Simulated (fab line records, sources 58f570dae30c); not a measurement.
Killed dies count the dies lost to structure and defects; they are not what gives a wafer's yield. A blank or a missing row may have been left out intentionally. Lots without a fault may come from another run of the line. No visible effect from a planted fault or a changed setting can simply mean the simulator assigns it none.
Code-filled problem report in 8D (eight disciplines) form / flow berkeley cmos170 / the parts of the form that need people (team, actions taken, sign-off) are left out

== 1. WHAT WENT WRONG ==
Mean of run length s at UCB170_M2_METAL_ETCH_18: 230.6 s across 6 wafers in 2 lots; on wafers with no fault it is 223.6 s (standard deviation 1). That is +7.0 standard deviations from the usual mean.
The step: etches Al in Cl2/BCl3, stops on SiO2, target depth 1170 nm, time 195 s.
Earliest sighting: wafer L743.3 on rie metal-02 at day 11 17:55. The record holds 18 wafers of 6 lots with a number at this step. By rule, "out" or "out of limits" means more than 4 standard deviations away from the usual mean. All remaining wafers that have a number are taken as sound.

== 2. WHAT IT IS, AND WHAT IT ISN'T ==
question=which readings at this step; is=run length s; is not=drypump motor current A, throttle valve pct
question=which lots; is=L743, L747; is not=L729, L735, L738, L742
question=which wafers of those lots; is=all that have a number; is not=-
question=read on which tools; is=rie metal-02; is not=rie metal-01, rie metal-04
question=when; is=from day 11 17:55; is not=up to then (12 sound wafers)

== 3. THE SUSPECTS, EACH WITH WHAT RULES IT OUT ==
Counting: any tool at a process step up to the reading is kept as a suspect provided that every lot that is out went through it and no sound lot did after the first of them.
- plasma asher-02 at UCB170_M2_STRIP_07 (strips in O2): kept. It ran every lot that is out, first L743 (day 11 15:41), and no sound lot after that; its last sound lot up to then is L738 (day 10 06:19).
- rie metal-02 at UCB170_M2_METAL_ETCH_18 (etches Al in Cl2/BCl3, stops on SiO2, target depth 1170 nm, time 195 s): kept. It ran every lot that is out, first L743 (day 11 17:55), and no sound lot after that; its last sound lot up to then is L738 (day 10 08:10). Out on those wafers are its own readings of run length s.
After counting, plasma asher-02 at UCB170_M2_STRIP_07 and rie metal-02 at UCB170_M2_METAL_ETCH_18 remain.

== 4. THE CAUSE (what the simulator had put in) ==
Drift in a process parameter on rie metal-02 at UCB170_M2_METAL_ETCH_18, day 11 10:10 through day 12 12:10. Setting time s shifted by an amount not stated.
2 suspects survive the count, and this tool is in that group.

== 5. SEQUENCE OF EFFECTS, ordered by route ==
Rows list readings where the struck wafers' mean (over those with a number) sits beyond 3 standard deviations from the usual. Scope: only readings with a usual standard deviation given in the record; hours: median across lots of the time from each lot's start at the first step in this table that gives one to its start at this step; sigmas: change in usual standard deviations.
hours=0; step=UCB170_M2_METAL_ETCH_18; reading=run length s; usual=223.6 s; on struck wafers=230.6; change=+7.0; sigmas=+7.0
The process steps in it:
- UCB170_M2_METAL_ETCH_18: etches Al in Cl2/BCl3, stops on SiO2, target depth 1170 nm, time 195 s.

== 6. WHAT WOULD HAVE CAUGHT IT SOONER ==
First out-of-limits reading in this record: day 11 17:55, which is 8 hours after fault onset at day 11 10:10.
